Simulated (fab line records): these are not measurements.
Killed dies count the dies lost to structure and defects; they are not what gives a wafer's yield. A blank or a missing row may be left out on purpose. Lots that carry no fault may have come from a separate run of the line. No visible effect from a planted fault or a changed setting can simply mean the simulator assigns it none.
Problem report in the 8D (eight disciplines) form, filled by code -- flow berkeley-cmos170 -- the parts of the form that need people (team, actions taken, sign-off) are left out

== 1. WHAT IS WRONG ==
Across 6 wafers from 2 lots, ACTIVE_OVL at UCB170_ACTIVE_OVL_MEAS_14 averages 103 nm, while fault-free wafers read 5 nm with a standard deviation of 5.3. That puts it +18 standard deviations away from the usual mean.
The first sign was on wafer L132.1 at day 8 10:07, on overlay-02. The record has a number at this step for 42 wafers belonging to 14 lots. By rule, "out" or "out of limits" means more than 4 standard deviations away from the usual mean. The rest of the wafers with a number are treated as sound.

== 2. WHAT IT IS, WHAT IT ISN'T ==
question,is,is not
which readings at this step,ACTIVE_OVL,-
which lots,"L132, L133","L115, L116, L117, L118, L119, L122, L125, L126, L129, L131, L135, L137"
which wafers of those lots,all that have a number,-
read on which gauges,"overlay-01, overlay-02",-
when,from day 8 10:07,"up to then (30 sound wafers); but 6 sound wafers of L135, L137 came after"

== 3. WHAT RULES OUT EACH SUSPECT ==
Counting: a tool at a process step up to the reading stays a suspect if it ran every lot that is out and no sound lot after the first of them.
- the gauge at UCB170_ACTIVE_OVL_MEAS_14: ruled out. Those wafers that are out were read across 2 gauges (overlay-01, overlay-02).
- krf-scanner-02 at UCB170_ACTIVE_EXPOSE_10 (exposes mask ACTIVE, target cd 1200 nm): kept. Every lot that is out went through it, starting with L132 (day 8 08:27), and after that it ran no sound lot; the last sound lot it ran before then is L131 (day 8 08:01).
After counting, what remains is krf-scanner-02 at UCB170_ACTIVE_EXPOSE_10.

== 4. THE CAUSE (what the simulator had put in) ==
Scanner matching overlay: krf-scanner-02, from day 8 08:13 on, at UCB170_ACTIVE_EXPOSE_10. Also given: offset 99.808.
This tool alone remained once counting was done.

== 5. THE CHAIN OF EFFECTS, in route order ==
Each row: a reading where the mean over the struck wafers with a number is more than 3 standard deviations away from the usual. Only readings for which the record gives a usual standard deviation are gone through. hours: the time from each lot's start at the first step in this table that gives one to its start at this step, as a median over the lots. sigmas: the change in usual standard deviations.
hours,step,reading,usual,on struck wafers,change,sigmas
0,UCB170_ACTIVE_OVL_MEAS_14,ACTIVE_OVL,5 nm,103,+98,+18

== 6. HOW IT WOULD HAVE BEEN CAUGHT EARLIER ==
Counted from the fault's start at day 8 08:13, it took 2 hours until the first out-of-limits reading at a measuring or inspecting step in this record, taken at day 8 10:07.
No tool reading at UCB170_ACTIVE_EXPOSE_10 that has a usual standard deviation in the record was out on any struck wafer, so an alarm limit of 4 standard deviations on those readings would not have fired.
Lots out: 2; of these, L133 started UCB170_ACTIVE_EXPOSE_10 on krf-scanner-02 after day 8 10:07. A hold on the tool at that time would have spared it.
